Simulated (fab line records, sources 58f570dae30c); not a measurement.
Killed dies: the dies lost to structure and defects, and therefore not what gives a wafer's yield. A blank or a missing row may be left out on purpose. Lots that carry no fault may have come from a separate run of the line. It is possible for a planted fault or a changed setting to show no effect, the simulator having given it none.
fab line records | flow berkeley_cmos170
record: lots: 6 wafers: 18 last_day: 12
route steps=331 shown CONTACT@226 M1@238 M3@331
lots with no fault: from the same line, run without faults
start_h: hours from the record's first day to the start of the lot's first wafer shown | wait_h: time in hours since the lot's previous step | " repeats the value in the row above | L1.1+2: one row covering several wafers at once | - no value, or no start given | * or withheld: withheld | < > ~ a bound
route shown NAME@n: NAME is a module with steps in the file, n the number in the route of the first one | usual: mean and standard deviation over wafers with no fault | same: alike in all rows | chamber/n: place in a boat | sites: readings site by site | _std_site: standard deviation across them | _edge_site: inner sites' mean taken away from outer sites' mean | radius_mm: for every site, how far away it sits from the centre of the wafer | mask NAME#n: copy n | behind: the tool/chamber that last shaped the wafer | hold: why the lot went on hold/how many hours it stayed there/how the hold came to an end | device: transistor that didn't switch, given as n, p or np | end of line: the same wafers' tests at the end of the route | a step without rows: its recipe alone | killed: at the first sort, the dies lost to defects and structure; wafer yield is something else | map: the dies of a wafer, with x for killed, . for not killed, _ for no die there
set.NAME: the setting the step ran with; set.NAME@STEP: the setting that earlier step ran with | model.NAME: the simulator's own value behind a step, which no gauge read
certain route steps with their lots: each step a table, each wafer a row
services: the hour from which a tool's chamber was out of use, counted from the record's first day as start_h (under 0 if before that day), plus the number of hours and why
== steps ==
step: UCB170_CONTACT_COAT_10
recipe: resist: KrF spin_rpm: 1500 resist_thk_nm: 900
step: UCB170_CONTACT_SOFTBAKE_11
recipe: resist: KrF temp_c: 130 time_s: 60
step: UCB170_CONTACT_EXPOSE_12
recipe: mask_id: CONT target_cd_nm: 700 na: 0.5 sigma_outer: 0.6 source_shape: conventional dose_mj: 35
step: UCB170_CONTACT_PEB_13
recipe: peb_temp_c: 130 peb_time_s: withheld resist: KrF
step: UCB170_CONTACT_DEVELOP_14
recipe: developer: TMAH develop_time_s: 45 resist: KrF dev_temp_c: 21
step: UCB170_CONTACT_CD_MEAS_15
recipe: target_cd_nm: 700
usual: cd_nm: 699.5/1.3
columns lot.wafer tool chamber start_h wait_h cd_nm
L708.1 cd_sem-02 - 150.85 - 698.4
L708.5 " - " " 699.3
L708.6 " - " " 698.5
L714.2 cd_sem-02 - 193.12 - 700.0
L714.3 " - " " 700.2
L714.4 " - " " 698.4
L717.1 cd_sem-02 - 220.96 - 699.0
L717.3 " - " " 699.4
L717.5 " - " " 699.8
L722.3 cd_sem-01 - 231.30 - 698.3
L722.4 " - " " 698.8
L722.6 " - " " 699.2
L726.1 cd_sem-02 - 245.66 - 698.6
L726.2 " - " " 698.2
L726.3 " - " " 698.7
L728.3 cd_sem-02 - 259.49 - 700.1
L728.4 " - " " 700.6
L728.6 " - " " 699.4
step: UCB170_CONTACT_OVL_MEAS_16
usual: CONTACT_OVL: 0/4.9
columns lot.wafer tool chamber start_h wait_h CONTACT_OVL[nm]
L708.1 overlay-02 - 150.97 0.1 -3
L708.5 " - " " 1
L708.6 " - " " -4
L714.2 overlay-02 - 193.22 0.1 7
L714.3 " - " " -1
L714.4 " - " " 3
L717.1 overlay-01 - 221.08 0.1 2
L717.3 " - " " 9
L717.5 " - " " 5
L722.3 overlay-02 - 231.39 0.1 -5
L722.4 " - " " -3
L722.6 " - " " 3
L726.1 overlay-02 - 245.78 0.1 -4
L726.2 " - " " 0
L726.3 " - " " -2
L728.3 overlay-01 - 259.58 0.1 0
L728.4 " - " " -6
L728.6 " - " " -1
step: UCB170_CONTACT_ETCH_17
recipe: chemistry: N2/H2 target_depth_a: withheld overetch_a: withheld target: BARC time_s: withheld source_w: 500 bias_w: 100 pressure_mtorr: 30 n2_flow_sccm: 100 h2_flow_sccm: 200
usual: drypump_motor_current_A: 6.0/0.46 oes_product_au: 1.003/0.027 throttle_valve_pct: 13.26/0.2
columns lot.wafer tool chamber start_h wait_h drypump_motor_current_A oes_product_au throttle_valve_pct
L708.1 rie_diel-03 1 151.01 0.0 5.3 0.980 13.12
L708.5 " 2 " " 5.8 0.976 13.45
L708.6 " 3 " " 5.5 1.025 13.33
L714.2 rie_diel-03 2 193.25 0.0 5.8 0.968 13.44
L714.3 " 1 " " 5.3 0.971 13.11
L714.4 " 3 " " 5.5 1.012 13.34
L717.1 rie_diel-02 1 221.11 0.0 5.8 1.046 12.97
L717.3 " 3 " " 6.4 0.984 13.57
L717.5 " 2 " " 6.5 1.009 13.18
L722.3 rie_diel-02 2 231.41 0.0 6.5 1.026 13.21
L722.4 " 1 " " 5.8 1.038 12.97
L722.6 " 2 " " 6.5 1.015 13.21
L726.1 rie_diel-02 3 245.82 0.0 6.4 0.970 13.56
L726.2 " 1 " " 5.8 1.036 12.97
L726.3 " 2 " " 6.6 1.015 13.21
L728.3 rie_diel-02 0 259.61 0.0 5.9 0.972 13.39
L728.4 " 2 " " 6.5 1.009 13.19
L728.6 " 1 " " 5.8 1.034 12.97
step: UCB170_CONTACT_ETCH_18
recipe: chemistry: CHF3/CF4/Ar target: PSG stop_on: TiSi2 CHF3_flow_sccm: 45 cf4_flow_sccm: 15 Ar_flow_sccm: 150 pressure_mtorr: 200 rf_w: 700 target_depth_a: 8400 over_etch_frac: 0.1942 time_s: 195
usual: cf4_flow_sccm: 15.00/0.042 drypump_motor_current_A: 6.0/0.46 oes_product_au: 0.904/0.009 throttle_valve_pct: 6.91/0.091
columns lot.wafer tool chamber start_h wait_h cf4_flow_sccm drypump_motor_current_A oes_product_au rf_hours_counter_h throttle_valve_pct
L708.1 rie_diel-03 1 - - 14.98 5.3 0.914 20 6.94
L708.5 " 2 " " 15.02 5.8 0.906 - 6.84
L708.6 " 3 " " 15.03 5.5 0.908 - 6.93
L714.2 rie_diel-03 2 - - 14.98 5.8 0.894 140 6.86
L714.3 " 1 " " 15.02 5.3 0.907 22 6.93
L714.4 " 3 " " 15.05 5.5 0.907 18 6.92
L717.1 rie_diel-02 1 - - 15.05 5.8 0.908 38 6.70
L717.3 " 3 " " 14.93 6.4 0.917 3 6.98
L717.5 " 2 " " 14.90 6.6 0.911 - 6.93
L722.3 rie_diel-02 2 - - 14.97 6.5 0.892 23 6.93
L722.4 " 1 " " 14.99 5.7 0.896 - 6.72
L722.6 " 2 " " 15.00 6.5 0.900 - 6.93
L726.1 rie_diel-02 3 - - 15.00 6.4 0.904 5 7.01
L726.2 " 1 " " 14.93 5.8 0.910 40 6.74
L726.3 " 2 " " 15.02 6.5 0.901 24 6.93
L728.3 rie_diel-02 0 - - 14.97 5.9 0.918 1 6.96
L728.4 " 2 " " 15.05 6.5 0.906 25 6.93
L728.6 " 1 " " 15.01 5.7 0.905 - 6.72
step: UCB170_CONTACT_STRIP_19
recipe: chemistry: O2 power_w: 400 pressure_mtorr: 3500 platen_temp_c: withheld o2_flow_sccm: 400 overash_fraction: 0.5
usual: drypump_motor_current_A: 5.5/0.41 oes_product_au: 0.725/0.0045
columns lot.wafer tool chamber start_h wait_h drypump_motor_current_A oes_product_au rf_hours_counter_h
L708.1 plasma_asher-03 0 151.17 - 4.9 0.727 34
L708.5 " 1 " " 5.7 0.728 -
L708.6 " 0 " " 4.9 0.725 -
L714.2 plasma_asher-02 0 193.42 - 5.7 0.721 48
L714.3 " 0 " " 5.7 0.720 -
L714.4 " 1 " " 5.6 0.726 -
L717.1 plasma_asher-01 0 221.28 - 5.5 0.719 12
L717.3 " 0 " " 5.5 0.727 -
L717.5 " 0 " " 5.5 0.734 -
L722.3 plasma_asher-03 0 231.62 - 4.9 0.710 -
L722.4 " 1 " " 5.6 0.729 -
L722.6 " 0 " " 4.9 0.725 -
L726.1 plasma_asher-01 0 245.99 - 5.5 0.725 15
L726.2 " 1 " " 6.3 0.718 15
L726.3 " 0 " " 5.5 0.718 -
L728.3 plasma_asher-03 0 259.81 - 4.9 0.722 -
L728.4 " 1 " " 5.6 0.721 -
L728.6 " 0 " " 4.9 0.723 -
step: UCB170_CONTACT_CD_MEAS_90
recipe: target_cd_nm: 700
usual: cd_nm: 699.6/1.4
columns lot.wafer tool chamber start_h wait_h cd_nm
L708.1 cd_sem-01 - 151.27 0.1 697.9
L708.5 " - " " 697.2
L708.6 " - " " 699.1
L714.2 cd_sem-02 - 193.54 0.1 697.1
L714.3 " - " " 698.2
L714.4 " - " " 698.4
L717.1 cd_sem-02 - 221.38 0.1 699.6
L717.3 " - " " 701.1
L717.5 " - " " 702.6
L722.3 cd_sem-02 - 231.72 0.1 700.3
L722.4 " - " " 698.9
L722.6 " - " " 701.1
L726.1 cd_sem-02 - 246.09 0.1 698.3
L726.2 " - " " 698.8
L726.3 " - " " 700.4
L728.3 cd_sem-01 - 259.91 0.1 699.4
L728.4 " - " " 703.2
L728.6 " - " " 699.8
step: UCB170_CONTACT_CLEAN_20
recipe: chemistry: SPM temp_c: 120 time_s: 600
step: UCB170_M1_SPUTTER_00
recipe: material: Al target_thk_nm: 600 time_s: 80 power_w: 6000 chamber_pressure_pa: 0.5
usual: throttle_valve_pct: 29.8/1
columns lot.wafer tool chamber start_h wait_h throttle_valve_pct model.Al_of_M1_SPUTTER_00.thk_nm
L708.1 pvd_sputter-01 - 151.57 0.0 28.6 595.1
L708.5 " - " " 28.8 596.2
L708.6 " - " " 28.7 595.8
L714.2 pvd_sputter-03 - 193.82 0.0 29.8 594.2
L714.3 " - " " 31.1 599.9
L714.4 " - " " 29.6 579.3
L717.1 pvd_sputter-01 - 221.72 0.0 28.9 744.2
L717.3 " - " " 29.6 747.2
L717.5 " - " " 29.6 747.3
L722.3 pvd_sputter-01 - 232.03 0.0 29.5 744.3
L722.4 " - " " 30.6 738.6
L722.6 " - " " 28.8 741.2
L726.1 pvd_sputter-03 - 246.38 0.0 29.7 599.1
L726.2 " - " " 31.4 602.6
L726.3 " - " " 29.2 600.5
L728.3 pvd_sputter-03 - 260.23 0.0 29.6 588.9
L728.4 " - " " 31.0 602.3
L728.6 " - " " 30.1 604.2
step: UCB170_M1_RS_MEAS_01
recipe: thk_meas_gauge: four-point-probe reads: Al_of_M1_SPUTTER_00
usual: M1_AL_RS: 0.0486/0.00062
columns lot.wafer tool chamber start_h wait_h M1_AL_RS[ohm/sq]
L708.1 film_metro-01 - 151.63 0.0 0.0488
L708.5 " - " " 0.0487
L708.6 " - " " 0.0488
L714.2 film_metro-01 - 193.90 0.1 0.0489
L714.3 " - " " 0.0485
L714.4 " - " " 0.0502
L717.1 film_metro-01 - 221.78 0.0 0.0389
L717.3 " - " " 0.0388
L717.5 " - " " 0.0387
L722.3 film_metro-04 - 232.13 0.1 0.0389
L722.4 " - " " 0.0392
L722.6 " - " " 0.0391
L726.1 film_metro-01 - 246.44 0.0 0.0484
L726.2 " - " " 0.0482
L726.3 " - " " 0.0483
L728.3 film_metro-01 - 260.33 0.1 0.0493
L728.4 " - " " 0.0481
L728.6 " - " " 0.0481
step: UCB170_M1_THK_MEAS_02
recipe: thk_meas_gauge: xrf reads: Al_of_M1_SPUTTER_00
usual: M1_AL_THK: 599/8.9
columns lot.wafer tool chamber start_h wait_h M1_AL_THK[nm]
L708.1 film_metro-01 - 151.75 0.1 596
L708.5 " - " " 601
L708.6 " - " " 596
L714.2 film_metro-01 - 194.01 0.1 597
L714.3 " - " " 603
L714.4 " - " " 582
L717.1 film_metro-01 - 221.90 0.1 748
L717.3 " - " " 754
L717.5 " - " " 756
L722.3 film_metro-04 - 232.23 0.1 735
L722.4 " - " " 729
L722.6 " - " " 732
L726.1 film_metro-01 - 246.56 0.1 601
L726.2 " - " " 605
L726.3 " - " " 599
L728.3 film_metro-01 - 260.43 0.1 590
L728.4 " - " " 603
L728.6 " - " " 609
step: UCB170_M1_COAT_03
recipe: resist: BARC temp_c: withheld time_s: withheld spin_rpm: 3000 resist_thk_nm: withheld
step: UCB170_M1_COAT_04
recipe: resist: KrF spin_rpm: 1500 resist_thk_nm: 900
step: UCB170_M1_SOFTBAKE_05
recipe: resist: KrF temp_c: 130 time_s: 60
step: UCB170_M1_EXPOSE_06
recipe: mask_id: METAL1 target_cd_nm: 700 na: 0.5 sigma_outer: 0.6 source_shape: conventional dose_mj: 21
step: UCB170_M1_PEB_07
recipe: peb_temp_c: 130 peb_time_s: withheld resist: KrF
step: UCB170_M1_DEVELOP_08
recipe: developer: TMAH develop_time_s: 45 resist: KrF dev_temp_c: 21
step: UCB170_M1_CD_MEAS_09
recipe: target_cd_nm: 700
usual: cd_nm: 700.1/1.4
columns lot.wafer tool chamber start_h wait_h cd_nm
L708.1 cd_sem-02 - 154.28 - 699.6
L708.5 " - " " 699.9
L708.6 " - " " 700.8
L714.2 cd_sem-01 - 195.04 - 698.4
L714.3 " - " " 698.9
L714.4 " - " " 696.8
L717.1 cd_sem-01 - 222.93 - 697.3
L717.3 " - " " 696.8
L717.5 " - " " 697.3
L722.3 cd_sem-02 - 233.28 - 698.1
L722.4 " - " " 698.8
L722.6 " - " " 700.0
L726.1 cd_sem-01 - 247.46 - 701.4
L726.2 " - " " 702.1
L726.3 " - " " 700.7
L728.3 cd_sem-02 - 261.44 - 701.6
L728.4 " - " " 699.8
L728.6 " - " " 700.7
step: UCB170_M1_OVL_MEAS_10
usual: M1_OVL: 2/4.9
columns lot.wafer tool chamber start_h wait_h M1_OVL[nm]
L708.1 overlay-02 - 154.40 0.1 -1
L708.5 " - " " -1
L708.6 " - " " -3
L714.2 overlay-01 - 195.15 0.1 9
L714.3 " - " " 0
L714.4 " - " " 2
L717.1 overlay-02 - 223.05 0.1 7
L717.3 " - " " 6
L717.5 " - " " 1
L722.3 overlay-01 - 233.37 0.1 3
L722.4 " - " " 7
L722.6 " - " " 3
L726.1 overlay-02 - 247.58 0.1 -10
L726.2 " - " " -4
L726.3 " - " " 3
L728.3 overlay-02 - 261.53 0.1 5
L728.4 " - " " 6
L728.6 " - " " 7
step: UCB170_M1_ETCH_11
recipe: chemistry: N2/H2 target_depth_a: withheld overetch_a: withheld target: BARC time_s: withheld source_w: 500 bias_w: 100 pressure_mtorr: 30 n2_flow_sccm: 100 h2_flow_sccm: 200
usual: drypump_motor_current_A: 5.8/0.57 oes_product_au: 0.999/0.027 throttle_valve_pct: 13.27/0.16
columns lot.wafer tool chamber start_h wait_h drypump_motor_current_A oes_product_au throttle_valve_pct
L708.1 rie_diel-03 1 154.43 0.0 5.3 0.976 13.11
L708.5 " 0 " " 5.7 0.999 12.95
L708.6 " 3 " " 5.5 1.019 13.31
L714.2 rie_diel-04 3 195.18 0.0 6.8 1.015 13.27
L714.3 " 1 " " 5.5 0.973 13.18
L714.4 " 0 " " 6.2 1.032 13.37
L717.1 rie_diel-03 0 223.08 0.0 5.7 0.997 12.96
L717.3 " 3 " " 5.5 1.021 13.32
L717.5 " 1 " " 5.3 0.976 13.12
L722.3 rie_diel-01 0 233.39 0.0 5.5 0.994 13.11
L722.4 " 2 " " 6.0 0.960 13.30
L722.6 " 1 " " 5.0 0.998 13.37
L726.1 rie_diel-03 0 247.62 0.0 5.7 0.992 12.96
L726.2 " 3 " " 5.5 1.011 13.32
L726.3 " 1 " " 5.3 0.972 13.12
L728.3 rie_diel-01 0 261.55 0.0 5.5 0.980 13.11
L728.4 " 2 " " 6.0 0.956 13.28
L728.6 " 1 " " 5.0 1.005 13.35
step: UCB170_M1_METAL_ETCH_12
recipe: chemistry: Cl2/BCl3 target: Al stop_on: PSG pressure_mtorr: 12 target_depth_a: 7800 over_etch_frac: 0.3 time_s: 130 icp_w: 600 bias_w: 120 Cl2_flow_sccm: 90 bcl3_flow_sccm: 45
usual: drypump_motor_current_A: 6.2/0.33 oes_product_au: 0.856/0.01 throttle_valve_pct: 24.74/0.2
columns lot.wafer tool chamber start_h wait_h drypump_motor_current_A oes_product_au rf_hours_counter_h throttle_valve_pct
L708.1 rie_metal-02 1 154.47 - 5.8 0.855 8 24.69
L708.5 " 1 " " 5.8 0.859 - 24.72
L708.6 " 0 " " 6.2 0.847 - 24.64
L714.2 rie_metal-04 0 195.22 - 5.8 0.840 10 25.08
L714.3 " 1 " " 6.2 0.852 - 24.98
L714.4 " 0 " " 5.8 0.842 - 25.09
L717.1 rie_metal-03 0 223.13 - 6.7 0.991 10 24.71
L717.3 " 0 " " 6.7 0.988 - 24.71
L717.5 " 0 " " 6.7 0.987 - 24.72
L722.3 rie_metal-03 0 233.48 - 6.7 0.987 - 24.71
L722.4 " 1 " " 6.0 0.949 - 24.40
L722.6 " 0 " " 6.8 0.981 - 24.73
L726.1 rie_metal-04 1 247.66 - 6.2 0.853 8 25.00
L726.2 " 0 " " 5.8 0.853 11 25.08
L726.3 " 1 " " 6.2 0.856 - 25.00
L728.3 rie_metal-02 0 261.64 - 6.3 0.839 - 24.72
L728.4 " 1 " " 5.8 0.863 - 24.70
L728.6 " 1 " " 5.8 0.859 - 24.72
step: UCB170_M1_STRIP_13
recipe: chemistry: O2 power_w: 400 pressure_mtorr: 3500 platen_temp_c: withheld o2_flow_sccm: 400 overash_fraction: 0.5
usual: drypump_motor_current_A: 5.7/0.4 oes_product_au: 0.720/0.0044
columns lot.wafer tool chamber start_h wait_h drypump_motor_current_A oes_product_au rf_hours_counter_h
L708.1 plasma_asher-01 0 154.61 0.1 5.5 0.720 4
L708.5 " 0 " " 5.5 0.718 -
L708.6 " 1 " " 6.3 0.724 -
L714.2 plasma_asher-02 1 195.36 0.1 5.6 0.723 48
L714.3 " 1 " " 5.6 0.719 -
L714.4 " 0 " " 5.7 0.723 -
L717.1 plasma_asher-01 1 223.26 0.1 6.3 0.718 12
L717.3 " 0 " " 5.5 0.723 -
L717.5 " 1 " " 6.3 0.726 -
L722.3 plasma_asher-04 0 233.60 0.1 4.8 0.717 -
L722.4 " 1 " " 5.9 0.725 -
L722.6 " 0 " " 4.8 0.721 -
L726.1 plasma_asher-02 0 247.80 0.1 5.7 0.727 54
L726.2 " 1 " " 5.6 0.715 54
L726.3 " 1 " " 5.6 0.719 -
L728.3 plasma_asher-04 0 261.76 0.1 4.8 0.717 -
L728.4 " 1 " " 5.9 0.721 -
L728.6 " 1 " " 5.9 0.716 -
step: UCB170_M3_PROBE_99
columns lot.wafer tool chamber start_h wait_h model.etest.m1_comb_over_steps.leak_log10_a_um model.etest.ring.quiet_log10_a model.etest.m1.rs_ohm_sq model.etest.antenna_m1.vt_shift_v
L708.1 prober-02 - 171.84 0.1 -12.84 -8.567 0.04864 -0.004752
L708.5 prober-02 - 172.04 0.2 -12.8 -8.737 0.04864 -0.006262
L708.6 prober-02 - 172.09 0.2 -12.86 -8.604 0.04906 -0.01218
L714.2 prober-01 - 211.73 0.1 -12.79 -8.752 0.0489 -0.008893
L714.3 prober-01 - 211.78 0.2 -12.84 -8.82 0.04908 -0.005496
L714.4 prober-01 - 211.83 0.2 -12.86 -8.635 0.05013 -0.008261
L717.1 prober-02 - 238.47 0.1 -5.183 -3.349 0.03958 -0.004806
L717.3 prober-02 - 238.57 0.2 -4.362 -2.564 0.03825 -0.0003139
L717.5 prober-02 - 238.67 0.2 -4.226 -2.353 0.03854 -0.000263
L722.3 prober-02 - 250.31 0.2 -5.237 -3.35 0.03971 -0.00474
L722.4 prober-02 - 250.36 0.2 -5.288 -3.468 0.03878 -0.007815
L722.6 prober-02 - 250.46 0.2 -5.267 -3.255 0.03931 -0.002118
L726.1 prober-02 - 265.35 0.1 -12.72 -8.803 0.04871 -0.0009934
L726.2 prober-02 - 265.40 0.1 -12.98 -8.737 0.04796 -0.003655
L726.3 prober-02 - 265.45 0.2 -12.74 -8.619 0.04835 -0.0066
L728.3 prober-02 - 277.29 0.2 -12.78 -8.595 0.04905 -0.007388
L728.4 prober-02 - 277.34 0.2 -12.82 -8.622 0.04754 -0.007769
L728.6 prober-02 - 277.44 0.2 -12.78 -8.689 0.04782 -0.008812
killed by level:class
L708.1 SCREENOX:geometric_particle:open=1 GATE:geometric_particle:open=1 PWELL:area_etch=1
L708.5 NWELL:area_etch=6 ACTIVE:area_etch=2 SACOX:geometric_particle:short=1 GATE:geometric_particle:open=1 M3:geometric_particle:short=1
L708.6 ACTIVE:area_etch=3 GATE:geometric_particle:open=2 SACOX:geometric_particle:open=1 SACOX:geometric_particle:short=1 V1:geometric_particle:open=1 V2:geometric_particle:short=1
L714.2 V2:geometric_particle:short=1
L714.3 NWELL:area_etch=2 FIELD:geometric_particle:open=1 GATE:geometric_particle:short=1
L714.4 GATE:geometric_particle:short=1 SPACER:geometric_particle:short=1 SILICIDE:geometric_particle:short=1 M2:geometric_particle:short=1
L726.1 SILICIDE:geometric_particle:open=1 V1:geometric_particle:open=1
L726.2 FIELD:geometric_particle:short=1 GATE:geometric_particle:short=1 M2:geometric_particle:short=1
L726.3 GATE:geometric_particle:open=2 SACOX:geometric_particle:short=1 ACTIVE:coat_microbubble_printed=1
L728.4 SACOX:geometric_particle:open=2 GATE:geometric_particle:short=1
L728.6 SACOX:geometric_particle:open=1 M3:geometric_particle:short=1 PWELL:area_etch=1
== services ==
columns tool chamber start_h hours kind
rie_diel-04 0 130.58 8.8 repair
rie_diel-03 0 131.43 3.7 repair
rie_diel-01 0 140.39 6.4 repair
rie_diel-02 3 141.20 - clean
rie_diel-02 3 141.20 15.4 scheduled_down
rie_diel-02 3 141.20 15.4 vent_cycle
rie_metal-02 0 154.77 - clean
rie_metal-02 0 154.77 15.8 scheduled_down
rie_diel-02 0 164.85 27.0 repair
pvd_sputter-03 - 165.54 3.6 repair
pvd_sputter-03 - 182.35 4.8 repair
rie_metal-04 0 199.57 26.2 repair
rie_diel-02 3 203.34 6.8 repair
rie_diel-01 3 212.34 7.7 repair
rie_diel-01 - 215.04 2.8 pm
rie_diel-02 0 225.07 - clean
rie_diel-02 0 225.07 15.4 scheduled_down
rie_diel-02 0 225.07 15.4 vent_cycle
rie_diel-03 0 226.47 10.5 repair
rie_diel-01 2 229.06 3.8 repair
rie_diel-01 2 234.29 26.2 repair
rie_diel-03 2 236.99 - clean
rie_diel-03 2 236.99 19.1 scheduled_down
rie_diel-03 2 236.99 19.1 vent_cycle
== key ==
first_sign: step: UCB170_M1_RS_MEAS_01 reading: M1_AL_RS direction: down sigmas: 16 usual: 0.0486 struck: 0.0389
effect: step: UCB170_M1_THK_MEAS_02 reading: M1_AL_THK direction: up sigmas: 16 usual: 599 struck: 742
effect: step: UCB170_M1_METAL_ETCH_12 reading: oes_product_au direction: up sigmas: 12 usual: 0.856 struck: 0.981
model_effect: step: UCB170_M1_SPUTTER_00 value: Al_of_M1_SPUTTER_00.thk_nm without: 595.8 struck: 743.8
model_effect: step: UCB170_M3_PROBE_99 value: etest.m1_comb_over_steps.leak_log10_a_um without: -12.77 struck: -4.927
met_at UCB170_M1_SPUTTER_00
struck_wafers L717.1,L717.3,L717.5,L722.3,L722.4,L722.6
sort_left_out L717.1,L717.3,L717.5,L722.3,L722.4,L722.6
onset_between 151.57 221.72
fault: kind: process_parameter_drift tool: pvd_sputter-01 chamber: - onset_h: 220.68 steps: UCB170_M1_SPUTTER_00 channel: time_s offset: * shape: step end_h: 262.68 acts_in: * stated: *
sort_left_out: the simulated sort isn't trusted on such a fault, so these wafers' sort isn't shown, and their yield isn't known
